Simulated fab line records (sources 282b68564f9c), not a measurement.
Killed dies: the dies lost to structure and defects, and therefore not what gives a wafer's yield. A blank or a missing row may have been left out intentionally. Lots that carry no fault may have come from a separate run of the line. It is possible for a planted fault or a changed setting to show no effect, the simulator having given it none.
fab line records / flow rit-cmos
[record] lots = 6 wafers = 18 last-day = 8
route steps=202 shown PRETRO@69 GATE@75 FOX2@80 M1@202
lots untouched by any fault: they come from a run of this same line in which no faults occurred
start-h: the number of hours between the record's first day and the start of the first shown wafer of the lot / wait-h: hours from the lot's prior step to this one / " same as the row above / L1.1+2: several wafers, shown together as one row / - no value present, or no start provided / * or withheld: withheld / < > ~ a bound
route shown NAME@n: NAME is a module with steps in the file, n the number in the route of the first one / usual: average and standard deviation across the fault-free wafers / same: alike in all rows / chamber/n: place in a boat / sites: the reading at each site / _std_site: how widely they spread, as a standard deviation / _edge_site: the outer-site mean with the inner-site mean subtracted / radius-mm: for every site, how far away it sits from the centre of the wafer / mask NAME#n: copy n / behind: the last tool/chamber to shape the wafer / hold: what put the lot on hold/how long, in hours/how the hold closed / device: the transistor (n, p or np) that didn't switch / end of line: tests of these same wafers at the route's end / a step without rows: its recipe alone / killed: at the first sort, the dies lost to defects and structure; wafer yield is something else / map: a wafer's dies, marking killed ones x, the rest . and places with no die _
set.NAME: the setting as run; set.NAME@STEP: as run at that earlier step / model.NAME: the simulator's own value behind a step, which no gauge read
a table for each step, a row for each wafer; lots at some steps of the route
services: when a tool's chamber went out of use (start-h, in hours from the record's first day, below 0 if earlier), for how many hours, and the reason
[[steps]]
[step RIT_PRETRO_DEVELOP_05]
[recipe] resist = NOVOLAK develop-time-s = 68 dev-temp-c = 23
[step RIT_PRETRO_OVL_MEAS_06]
[usual] PRETRO_OVL = -0.3/1.3
lot.wafer=L863.1 tool=overlay-02 chamber=- start-h=48.09 wait-h=- PRETRO_OVL[nm]=-1.6
lot.wafer=L863.3 tool=overlay-02 chamber=- start-h=48.09 wait-h=- PRETRO_OVL[nm]=0.1
lot.wafer=L863.4 tool=overlay-02 chamber=- start-h=48.09 wait-h=- PRETRO_OVL[nm]=-3.2
lot.wafer=L867.4 tool=overlay-01 chamber=- start-h=75.76 wait-h=- PRETRO_OVL[nm]=1.1
lot.wafer=L867.5 tool=overlay-01 chamber=- start-h=75.76 wait-h=- PRETRO_OVL[nm]=0.3
lot.wafer=L867.6 tool=overlay-01 chamber=- start-h=75.76 wait-h=- PRETRO_OVL[nm]=1.1
lot.wafer=L870.1 tool=overlay-02 chamber=- start-h=87.01 wait-h=- PRETRO_OVL[nm]=0.5
lot.wafer=L870.3 tool=overlay-02 chamber=- start-h=87.01 wait-h=- PRETRO_OVL[nm]=0.7
lot.wafer=L870.4 tool=overlay-02 chamber=- start-h=87.01 wait-h=- PRETRO_OVL[nm]=-0.1
lot.wafer=L874.1 tool=overlay-01 chamber=- start-h=106.79 wait-h=- PRETRO_OVL[nm]=0.3
lot.wafer=L874.2 tool=overlay-01 chamber=- start-h=106.79 wait-h=- PRETRO_OVL[nm]=-0.1
lot.wafer=L874.5 tool=overlay-01 chamber=- start-h=106.79 wait-h=- PRETRO_OVL[nm]=-2.1
lot.wafer=L879.1 tool=overlay-02 chamber=- start-h=130.98 wait-h=- PRETRO_OVL[nm]=0.0
lot.wafer=L879.3 tool=overlay-02 chamber=- start-h=130.98 wait-h=- PRETRO_OVL[nm]=-0.3
lot.wafer=L879.4 tool=overlay-02 chamber=- start-h=130.98 wait-h=- PRETRO_OVL[nm]=-1.0
lot.wafer=L881.1 tool=overlay-01 chamber=- start-h=146.99 wait-h=- PRETRO_OVL[nm]=0.9
lot.wafer=L881.2 tool=overlay-01 chamber=- start-h=146.99 wait-h=- PRETRO_OVL[nm]=-3.3
lot.wafer=L881.3 tool=overlay-01 chamber=- start-h=146.99 wait-h=- PRETRO_OVL[nm]=-0.3
[step RIT_PRETRO_HARDBAKE_07]
[recipe] resist = NOVOLAK temp-c = 140 time-s = 120
[step RIT_PRETRO_IMPLANT_08]
[recipe] species = B energy-kev = 45 dose-cm2 = 1.216e+13 tilt-deg = 7
[step RIT_PRETRO_STRIP_09]
[recipe] chemistry = O2 time-s = 180 resist = NOVOLAK platen-temp-c = withheld power-w = 500 pressure-mtorr = 4000 o2-flow-sccm = 4000
[usual] drypump-motor-current-A = 5.7/0.58
lot.wafer=L863.1 tool=plasma-asher-04 chamber=0 start-h=48.53 wait-h=0.1 drypump-motor-current-A=5.1 rf-hours-counter-h=43
lot.wafer=L863.3 tool=plasma-asher-04 chamber=1 start-h=48.53 wait-h=0.1 drypump-motor-current-A=6.2 rf-hours-counter-h=-
lot.wafer=L863.4 tool=plasma-asher-04 chamber=0 start-h=48.53 wait-h=0.1 drypump-motor-current-A=5.1 rf-hours-counter-h=-
lot.wafer=L867.4 tool=plasma-asher-02 chamber=0 start-h=76.24 wait-h=0.1 drypump-motor-current-A=6.0 rf-hours-counter-h=-
lot.wafer=L867.5 tool=plasma-asher-02 chamber=0 start-h=76.24 wait-h=0.1 drypump-motor-current-A=6.1 rf-hours-counter-h=-
lot.wafer=L867.6 tool=plasma-asher-02 chamber=1 start-h=76.24 wait-h=0.1 drypump-motor-current-A=6.1 rf-hours-counter-h=-
lot.wafer=L870.1 tool=plasma-asher-01 chamber=1 start-h=87.44 wait-h=0.1 drypump-motor-current-A=6.4 rf-hours-counter-h=44
lot.wafer=L870.3 tool=plasma-asher-01 chamber=1 start-h=87.44 wait-h=0.1 drypump-motor-current-A=6.4 rf-hours-counter-h=-
lot.wafer=L870.4 tool=plasma-asher-01 chamber=0 start-h=87.44 wait-h=0.1 drypump-motor-current-A=5.1 rf-hours-counter-h=-
lot.wafer=L874.1 tool=plasma-asher-04 chamber=0 start-h=107.34 wait-h=0.1 drypump-motor-current-A=5.1 rf-hours-counter-h=49
lot.wafer=L874.2 tool=plasma-asher-04 chamber=1 start-h=107.34 wait-h=0.1 drypump-motor-current-A=6.2 rf-hours-counter-h=49
lot.wafer=L874.5 tool=plasma-asher-04 chamber=0 start-h=107.34 wait-h=0.1 drypump-motor-current-A=5.1 rf-hours-counter-h=-
lot.wafer=L879.1 tool=plasma-asher-01 chamber=1 start-h=131.42 wait-h=0.1 drypump-motor-current-A=6.4 rf-hours-counter-h=47
lot.wafer=L879.3 tool=plasma-asher-01 chamber=0 start-h=131.42 wait-h=0.1 drypump-motor-current-A=5.0 rf-hours-counter-h=-
lot.wafer=L879.4 tool=plasma-asher-01 chamber=1 start-h=131.42 wait-h=0.1 drypump-motor-current-A=6.4 rf-hours-counter-h=-
lot.wafer=L881.1 tool=plasma-asher-04 chamber=1 start-h=147.43 wait-h=0.1 drypump-motor-current-A=6.2 rf-hours-counter-h=53
lot.wafer=L881.2 tool=plasma-asher-04 chamber=0 start-h=147.43 wait-h=0.1 drypump-motor-current-A=5.1 rf-hours-counter-h=53
lot.wafer=L881.3 tool=plasma-asher-04 chamber=1 start-h=147.43 wait-h=0.1 drypump-motor-current-A=6.1 rf-hours-counter-h=-
[step RIT_PRETRO_TW_MEAS_10]
[usual] PRETRO_TW = 482.6/2.9
lot.wafer=L863.1 tool=film-metro-02 chamber=- start-h=48.70 wait-h=0.1 PRETRO_TW=482.1
lot.wafer=L863.3 tool=film-metro-02 chamber=- start-h=48.70 wait-h=0.1 PRETRO_TW=483.9
lot.wafer=L863.4 tool=film-metro-02 chamber=- start-h=48.70 wait-h=0.1 PRETRO_TW=484.8
lot.wafer=L867.4 tool=film-metro-04 chamber=- start-h=76.38 wait-h=0.1 PRETRO_TW=484.6
lot.wafer=L867.5 tool=film-metro-04 chamber=- start-h=76.38 wait-h=0.1 PRETRO_TW=486.1
lot.wafer=L867.6 tool=film-metro-04 chamber=- start-h=76.38 wait-h=0.1 PRETRO_TW=484.2
lot.wafer=L870.1 tool=film-metro-03 chamber=- start-h=87.62 wait-h=0.1 PRETRO_TW=488.7
lot.wafer=L870.3 tool=film-metro-03 chamber=- start-h=87.62 wait-h=0.1 PRETRO_TW=486.2
lot.wafer=L870.4 tool=film-metro-03 chamber=- start-h=87.62 wait-h=0.1 PRETRO_TW=486.6
lot.wafer=L874.1 tool=film-metro-04 chamber=- start-h=107.52 wait-h=0.1 PRETRO_TW=483.8
lot.wafer=L874.2 tool=film-metro-04 chamber=- start-h=107.52 wait-h=0.1 PRETRO_TW=480.3
lot.wafer=L874.5 tool=film-metro-04 chamber=- start-h=107.52 wait-h=0.1 PRETRO_TW=484.2
lot.wafer=L879.1 tool=film-metro-03 chamber=- start-h=131.59 wait-h=0.1 PRETRO_TW=478.7
lot.wafer=L879.3 tool=film-metro-03 chamber=- start-h=131.59 wait-h=0.1 PRETRO_TW=477.9
lot.wafer=L879.4 tool=film-metro-03 chamber=- start-h=131.59 wait-h=0.1 PRETRO_TW=482.3
lot.wafer=L881.1 tool=film-metro-04 chamber=- start-h=147.60 wait-h=0.1 PRETRO_TW=481.2
lot.wafer=L881.2 tool=film-metro-04 chamber=- start-h=147.60 wait-h=0.1 PRETRO_TW=480.6
lot.wafer=L881.3 tool=film-metro-04 chamber=- start-h=147.60 wait-h=0.1 PRETRO_TW=483.5
[step RIT_GATE_WET_ETCH_00]
[recipe] chemistry = BOE target = SiO2 target-depth-nm = 56 time-s = 60 dry = n2-spin dilution = 10:1 temp-c = 21.5
[step RIT_GATE_CLEAN_01]
[recipe] chemistry = SC1 mix = 3:3:50 time-s = 600 temp-c = 75
[step RIT_GATE_CLEAN_02]
[recipe] chemistry = dHF dilution = 50:1 time-s = 30
[step RIT_GATE_CLEAN_03]
[recipe] chemistry = SC2 mix = 3:3:50 time-s = 600 temp-c = 75 dry = n2-spin
[step RIT_GATE_CLEAN_04]
[recipe] chemistry = dHF dilution = 50:1 time-s = 60 dry = n2-spin
[step RIT_FOX2_THK_MEAS_91]
[recipe] reads = SiO2_of_FOX2_OXIDATION_00
[usual] FIELD_OXIDE_LEFT_2_THK = 257/6.4
lot.wafer=L863.1 tool=film-metro-04 chamber=- start-h=49.20 wait-h=0.0 FIELD_OXIDE_LEFT_2_THK[nm]=260
lot.wafer=L863.3 tool=film-metro-04 chamber=- start-h=49.20 wait-h=0.0 FIELD_OXIDE_LEFT_2_THK[nm]=259
lot.wafer=L863.4 tool=film-metro-04 chamber=- start-h=49.20 wait-h=0.0 FIELD_OXIDE_LEFT_2_THK[nm]=261
lot.wafer=L867.4 tool=film-metro-03 chamber=- start-h=76.86 wait-h=0.0 FIELD_OXIDE_LEFT_2_THK[nm]=255
lot.wafer=L867.5 tool=film-metro-03 chamber=- start-h=76.86 wait-h=0.0 FIELD_OXIDE_LEFT_2_THK[nm]=254
lot.wafer=L867.6 tool=film-metro-03 chamber=- start-h=76.86 wait-h=0.0 FIELD_OXIDE_LEFT_2_THK[nm]=251
lot.wafer=L870.1 tool=film-metro-04 chamber=- start-h=88.10 wait-h=0.0 FIELD_OXIDE_LEFT_2_THK[nm]=269
lot.wafer=L870.3 tool=film-metro-04 chamber=- start-h=88.10 wait-h=0.0 FIELD_OXIDE_LEFT_2_THK[nm]=271
lot.wafer=L870.4 tool=film-metro-04 chamber=- start-h=88.10 wait-h=0.0 FIELD_OXIDE_LEFT_2_THK[nm]=280
lot.wafer=L874.1 tool=film-metro-01 chamber=- start-h=108.00 wait-h=0.0 FIELD_OXIDE_LEFT_2_THK[nm]=254
lot.wafer=L874.2 tool=film-metro-01 chamber=- start-h=108.00 wait-h=0.0 FIELD_OXIDE_LEFT_2_THK[nm]=253
lot.wafer=L874.5 tool=film-metro-01 chamber=- start-h=108.00 wait-h=0.0 FIELD_OXIDE_LEFT_2_THK[nm]=254
lot.wafer=L879.1 tool=film-metro-01 chamber=- start-h=132.07 wait-h=0.0 FIELD_OXIDE_LEFT_2_THK[nm]=256
lot.wafer=L879.3 tool=film-metro-01 chamber=- start-h=132.07 wait-h=0.0 FIELD_OXIDE_LEFT_2_THK[nm]=253
lot.wafer=L879.4 tool=film-metro-01 chamber=- start-h=132.07 wait-h=0.0 FIELD_OXIDE_LEFT_2_THK[nm]=258
lot.wafer=L881.1 tool=film-metro-01 chamber=- start-h=148.10 wait-h=0.0 FIELD_OXIDE_LEFT_2_THK[nm]=252
lot.wafer=L881.2 tool=film-metro-01 chamber=- start-h=148.10 wait-h=0.0 FIELD_OXIDE_LEFT_2_THK[nm]=249
lot.wafer=L881.3 tool=film-metro-01 chamber=- start-h=148.10 wait-h=0.0 FIELD_OXIDE_LEFT_2_THK[nm]=250
[step RIT_GATE_OXIDATION_05]
[recipe] temp-c = 893.1 ambient = O2 target-thk-a = 30 ox-time-s = 270
[usual] ox-temp-c-max = 897.9/1.6 spike-tc-centre-C = 896.3/1.2 tube_center_temp_C_max = 895.4/0.37
lot.wafer=L863.1 tool=furnace-04 chamber=0 start-h=50.02 wait-h=0.8 ox-temp-c-max=898.3 spike-tc-centre-C=896.9 tube_center_temp_C_max=896.4 model.SiO2_of_GATE_OXIDATION_05.thk-nm=2.762
lot.wafer=L863.3 tool=furnace-04 chamber=0 start-h=50.02 wait-h=0.8 ox-temp-c-max=898.7 spike-tc-centre-C=895.8 tube_center_temp_C_max=895.6 model.SiO2_of_GATE_OXIDATION_05.thk-nm=2.712
lot.wafer=L863.4 tool=furnace-04 chamber=0 start-h=50.02 wait-h=0.8 ox-temp-c-max=899.0 spike-tc-centre-C=895.8 tube_center_temp_C_max=895.7 model.SiO2_of_GATE_OXIDATION_05.thk-nm=2.66
lot.wafer=L867.4 tool=furnace-03 chamber=0 start-h=78.45 wait-h=1.6 ox-temp-c-max=896.7 spike-tc-centre-C=896.5 tube_center_temp_C_max=895.0 model.SiO2_of_GATE_OXIDATION_05.thk-nm=2.749
lot.wafer=L867.5 tool=furnace-03 chamber=0 start-h=78.45 wait-h=1.6 ox-temp-c-max=896.5 spike-tc-centre-C=897.5 tube_center_temp_C_max=895.2 model.SiO2_of_GATE_OXIDATION_05.thk-nm=2.739
lot.wafer=L867.6 tool=furnace-03 chamber=0 start-h=78.45 wait-h=1.6 ox-temp-c-max=896.7 spike-tc-centre-C=896.9 tube_center_temp_C_max=895.3 model.SiO2_of_GATE_OXIDATION_05.thk-nm=2.747
lot.wafer=L870.1 tool=furnace-04 chamber=0 start-h=90.29 wait-h=2.2 ox-temp-c-max=899.4 spike-tc-centre-C=896.9 tube_center_temp_C_max=896.0 model.SiO2_of_GATE_OXIDATION_05.thk-nm=1.943
lot.wafer=L870.3 tool=furnace-04 chamber=0 start-h=90.29 wait-h=2.2 ox-temp-c-max=899.2 spike-tc-centre-C=899.0 tube_center_temp_C_max=894.9 model.SiO2_of_GATE_OXIDATION_05.thk-nm=1.943
lot.wafer=L870.4 tool=furnace-04 chamber=0 start-h=90.29 wait-h=2.2 ox-temp-c-max=900.6 spike-tc-centre-C=897.3 tube_center_temp_C_max=895.1 model.SiO2_of_GATE_OXIDATION_05.thk-nm=1.928
lot.wafer=L874.1 tool=furnace-04 chamber=0 start-h=109.91 wait-h=1.9 ox-temp-c-max=899.6 spike-tc-centre-C=896.7 tube_center_temp_C_max=895.3 model.SiO2_of_GATE_OXIDATION_05.thk-nm=2.012
lot.wafer=L874.2 tool=furnace-04 chamber=0 start-h=109.91 wait-h=1.9 ox-temp-c-max=899.4 spike-tc-centre-C=896.5 tube_center_temp_C_max=895.4 model.SiO2_of_GATE_OXIDATION_05.thk-nm=2.014
lot.wafer=L874.5 tool=furnace-04 chamber=0 start-h=109.91 wait-h=1.9 ox-temp-c-max=898.6 spike-tc-centre-C=899.7 tube_center_temp_C_max=895.7 model.SiO2_of_GATE_OXIDATION_05.thk-nm=2.009
lot.wafer=L879.1 tool=furnace-03 chamber=0 start-h=135.92 wait-h=3.8 ox-temp-c-max=898.3 spike-tc-centre-C=895.3 tube_center_temp_C_max=895.0 model.SiO2_of_GATE_OXIDATION_05.thk-nm=2.708
lot.wafer=L879.3 tool=furnace-03 chamber=0 start-h=135.92 wait-h=3.8 ox-temp-c-max=898.8 spike-tc-centre-C=894.8 tube_center_temp_C_max=895.9 model.SiO2_of_GATE_OXIDATION_05.thk-nm=2.705
lot.wafer=L879.4 tool=furnace-03 chamber=0 start-h=135.92 wait-h=3.8 ox-temp-c-max=898.5 spike-tc-centre-C=897.3 tube_center_temp_C_max=896.2 model.SiO2_of_GATE_OXIDATION_05.thk-nm=2.71
lot.wafer=L881.1 tool=furnace-03 chamber=0 start-h=151.88 wait-h=3.8 ox-temp-c-max=897.0 spike-tc-centre-C=896.2 tube_center_temp_C_max=894.9 model.SiO2_of_GATE_OXIDATION_05.thk-nm=2.745
lot.wafer=L881.2 tool=furnace-03 chamber=0 start-h=151.88 wait-h=3.8 ox-temp-c-max=895.8 spike-tc-centre-C=895.9 tube_center_temp_C_max=895.5 model.SiO2_of_GATE_OXIDATION_05.thk-nm=2.72
lot.wafer=L881.3 tool=furnace-03 chamber=0 start-h=151.88 wait-h=3.8 ox-temp-c-max=896.7 spike-tc-centre-C=896.5 tube_center_temp_C_max=895.4 model.SiO2_of_GATE_OXIDATION_05.thk-nm=2.75
[step RIT_GATE_ANNEAL_06]
[recipe] temp-c = 900 time-s = 600 ambient = N2O
[step RIT_GATE_THK_MEAS_07]
[recipe] reads = SiO2_of_GATE_OXIDATION_05
[usual] GATE_OXIDE_THK = 2.77/0.053
lot.wafer=L863.1 tool=film-metro-01 chamber=- start-h=55.83 wait-h=0.0 hold=- GATE_OXIDE_THK[nm]=2.77
lot.wafer=L863.3 tool=film-metro-01 chamber=- start-h=55.83 wait-h=0.0 hold=- GATE_OXIDE_THK[nm]=2.70
lot.wafer=L863.4 tool=film-metro-01 chamber=- start-h=55.83 wait-h=0.0 hold=- GATE_OXIDE_THK[nm]=2.65
lot.wafer=L867.4 tool=film-metro-01 chamber=- start-h=80.94 wait-h=0.0 hold=- GATE_OXIDE_THK[nm]=2.72
lot.wafer=L867.5 tool=film-metro-01 chamber=- start-h=80.94 wait-h=0.0 hold=- GATE_OXIDE_THK[nm]=2.73
lot.wafer=L867.6 tool=film-metro-01 chamber=- start-h=80.94 wait-h=0.0 hold=- GATE_OXIDE_THK[nm]=2.73
lot.wafer=L870.1 tool=film-metro-04 chamber=- start-h=93.55 wait-h=0.0 hold=await-dispo/0.2h/release GATE_OXIDE_THK[nm]=1.97
lot.wafer=L870.3 tool=film-metro-04 chamber=- start-h=93.55 wait-h=0.0 hold=await-dispo/0.2h/release GATE_OXIDE_THK[nm]=1.89
lot.wafer=L870.4 tool=film-metro-04 chamber=- start-h=93.55 wait-h=0.0 hold=await-dispo/0.2h/release GATE_OXIDE_THK[nm]=1.89
lot.wafer=L870.1 tool=film-metro-04 chamber=- start-h=93.77 wait-h=0.2 hold=- GATE_OXIDE_THK[nm]=1.94
lot.wafer=L870.3 tool=film-metro-04 chamber=- start-h=93.77 wait-h=0.2 hold=- GATE_OXIDE_THK[nm]=1.94
lot.wafer=L870.4 tool=film-metro-04 chamber=- start-h=93.77 wait-h=0.2 hold=- GATE_OXIDE_THK[nm]=1.89
lot.wafer=L874.1 tool=film-metro-03 chamber=- start-h=113.43 wait-h=0.0 hold=await-dispo/0.2h/release GATE_OXIDE_THK[nm]=2.01
lot.wafer=L874.2 tool=film-metro-03 chamber=- start-h=113.43 wait-h=0.0 hold=await-dispo/0.2h/release GATE_OXIDE_THK[nm]=1.94
lot.wafer=L874.5 tool=film-metro-03 chamber=- start-h=113.43 wait-h=0.0 hold=await-dispo/0.2h/release GATE_OXIDE_THK[nm]=2.02
lot.wafer=L874.1 tool=film-metro-03 chamber=- start-h=113.65 wait-h=0.2 hold=- GATE_OXIDE_THK[nm]=2.00
lot.wafer=L874.2 tool=film-metro-03 chamber=- start-h=113.65 wait-h=0.2 hold=- GATE_OXIDE_THK[nm]=2.07
lot.wafer=L874.5 tool=film-metro-03 chamber=- start-h=113.65 wait-h=0.2 hold=- GATE_OXIDE_THK[nm]=2.00
lot.wafer=L879.1 tool=film-metro-04 chamber=- start-h=140.70 wait-h=0.0 hold=- GATE_OXIDE_THK[nm]=2.70
lot.wafer=L879.3 tool=film-metro-04 chamber=- start-h=140.70 wait-h=0.0 hold=- GATE_OXIDE_THK[nm]=2.72
lot.wafer=L879.4 tool=film-metro-04 chamber=- start-h=140.70 wait-h=0.0 hold=- GATE_OXIDE_THK[nm]=2.71
lot.wafer=L881.1 tool=film-metro-04 chamber=- start-h=155.01 wait-h=0.0 hold=- GATE_OXIDE_THK[nm]=2.75
lot.wafer=L881.2 tool=film-metro-04 chamber=- start-h=155.01 wait-h=0.0 hold=- GATE_OXIDE_THK[nm]=2.72
lot.wafer=L881.3 tool=film-metro-04 chamber=- start-h=155.01 wait-h=0.0 hold=- GATE_OXIDE_THK[nm]=2.74
[step RIT_M1_PROBE_99]
[usual] killed-at-front-end = 7/3.1 killed-dies = 7/3.1 killed-open = 3.6/2.2 killed-short = 3.4/2.1
[same] gross-dies = 264 killed_at_M0_to_M3 = 0 killed_at_M4_up = 0 killed-at-back-side = 0 killed-at-contacts = 0 killed-at-other = 0
lot.wafer=L863.1 tool=prober-02 chamber=- start-h=84.32 wait-h=0.1 killed-at-front-end=5 killed-dies=5 killed-open=2 killed-short=3
lot.wafer=L863.3 tool=prober-02 chamber=- start-h=84.42 wait-h=0.2 killed-at-front-end=4 killed-dies=4 killed-open=2 killed-short=2
lot.wafer=L863.4 tool=prober-02 chamber=- start-h=84.47 wait-h=0.2 killed-at-front-end=8 killed-dies=8 killed-open=5 killed-short=3
lot.wafer=L870.1 tool=prober-01 chamber=- start-h=127.37 wait-h=0.1 killed-at-front-end=6 killed-dies=6 killed-open=5 killed-short=1
lot.wafer=L870.3 tool=prober-01 chamber=- start-h=127.47 wait-h=0.2 killed-at-front-end=10 killed-dies=10 killed-open=3 killed-short=7
lot.wafer=L870.4 tool=prober-01 chamber=- start-h=127.52 wait-h=0.2 killed-at-front-end=5 killed-dies=5 killed-open=2 killed-short=3
lot.wafer=L874.1 tool=prober-01 chamber=- start-h=151.97 wait-h=0.1 killed-at-front-end=5 killed-dies=5 killed-open=2 killed-short=3
lot.wafer=L874.2 tool=prober-01 chamber=- start-h=152.02 wait-h=0.1 killed-at-front-end=7 killed-dies=7 killed-open=2 killed-short=5
lot.wafer=L874.5 tool=prober-01 chamber=- start-h=152.17 wait-h=0.2 killed-at-front-end=13 killed-dies=13 killed-open=9 killed-short=4
lot.wafer=L881.1 tool=prober-01 chamber=- start-h=180.13 wait-h=0.1 killed-at-front-end=2 killed-dies=2 killed-open=1 killed-short=1
lot.wafer=L881.2 tool=prober-01 chamber=- start-h=180.18 wait-h=0.1 killed-at-front-end=12 killed-dies=12 killed-open=8 killed-short=4
lot.wafer=L881.3 tool=prober-01 chamber=- start-h=180.23 wait-h=0.2 killed-at-front-end=6 killed-dies=6 killed-open=3 killed-short=3
// killed by level:class
L863.1 SPACER:geometric-particle:short=2 FOX1:geometric-particle:short=1 REOX:geometric-particle:open=1 SPACER:geometric-particle:open=1
L863.3 FOX1:geometric-particle:open=2 SILICIDE:geometric-particle:short=2
L863.4 REOX:geometric-particle:open=2 FOX1:geometric-particle:open=1 FOX2:geometric-particle:short=1 GATE:geometric-particle:open=1 GATE:geometric-particle:short=1 SPACER:geometric-particle:open=1 SPACER:geometric-particle:short=1
L870.1 GATE:geometric-particle:open=3 FOX2:geometric-particle:open=2 FOX2:geometric-particle:short=1
L870.3 REOX:geometric-particle:short=4 GATE:geometric-particle:short=2 REOX:geometric-particle:open=1 SPACER:geometric-particle:open=1 SILICIDE:geometric-particle:short=1 SILICIDE:geometric-particle:open=1
L870.4 FOX1:geometric-particle:open=1 GATE:geometric-particle:short=1 REOX:geometric-particle:short=1 SPACER:geometric-particle:short=1 SPACER:geometric-particle:open=1
L874.1 FOX1:geometric-particle:short=2 FOX2:geometric-particle:open=1 FOX2:geometric-particle:short=1 GATE:geometric-particle:open=1
L874.2 GATE:geometric-particle:short=2 FOX1:geometric-particle:short=1 REOX:geometric-particle:open=1 SPACER:geometric-particle:short=1 SILICIDE:geometric-particle:open=1 SILICIDE:geometric-particle:short=1
L874.5 GATE:geometric-particle:open=5 SPACER:geometric-particle:open=3 FOX1:geometric-particle:short=1 GATE:geometric-particle:short=1 REOX:geometric-particle:short=1 SPACER:geometric-particle:short=1 SILICIDE:geometric-particle:open=1
L881.1 FOX2:geometric-particle:short=1 SPACER:geometric-particle:open=1
L881.2 GATE:geometric-particle:open=4 FOX1:geometric-particle:open=3 GATE:geometric-particle:short=2 SPACER:geometric-particle:short=2 SPACER:geometric-particle:open=1
L881.3 FOX1:geometric-particle:open=2 GATE:geometric-particle:short=1 SPACER:geometric-particle:open=1 SPACER:geometric-particle:short=1 SILICIDE:geometric-particle:short=1
[[services]]
tool=plasma-asher-02 chamber=- start-h=34.74 hours=1.7 kind=repair
tool=plasma-asher-01 chamber=- start-h=38.09 hours=5.4 kind=repair
tool=plasma-asher-02 chamber=- start-h=68.80 hours=1.6 kind=repair
tool=furnace-04 chamber=- start-h=97.41 hours=6.8 kind=pm
tool=plasma-asher-01 chamber=- start-h=100.24 hours=14.6 kind=pm
tool=plasma-asher-02 chamber=- start-h=108.75 hours=9.0 kind=pm
tool=plasma-asher-02 chamber=0 start-h=108.75 hours=9.0 kind=vent-cycle
tool=plasma-asher-02 chamber=1 start-h=108.75 hours=9.0 kind=vent-cycle
tool=plasma-asher-02 chamber=0 start-h=117.75 hours=- kind=clean
tool=plasma-asher-02 chamber=1 start-h=117.75 hours=- kind=clean
tool=furnace-03 chamber=- start-h=138.93 hours=3.1 kind=pm
[[key]]
[first-sign] step = RIT_GATE_THK_MEAS_07 reading = visit direction = added
[effect] step = RIT_GATE_THK_MEAS_07 reading = GATE_OXIDE_THK direction = down sigmas = 16 usual = 2.77 struck = 1.95
[model-effect] step = RIT_GATE_OXIDATION_05 value = SiO2_of_GATE_OXIDATION_05.thk-nm without = 2.796 struck = 1.975
met-at RIT_GATE_OXIDATION_05
struck-wafers L870.1,L870.3,L870.4,L874.1,L874.2,L874.5
tester-left-out L870,L874
onset-between 50.02 90.29
[fault] kind = process-parameter-drift tool = furnace-04 chamber = - onset-h = 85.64 steps = RIT_GATE_OXIDATION_05 channel = ox-time-s offset = * shape = step end-h = 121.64 acts-in = * stated = *
// tester-left-out: of these lots the tester's yield and bins aren't shown, on N5 and GAA mostly nor the transistor test; their killed dies are dies lost to structure and defects alone, not to doping, threshold or leakage, so they don't give the yield
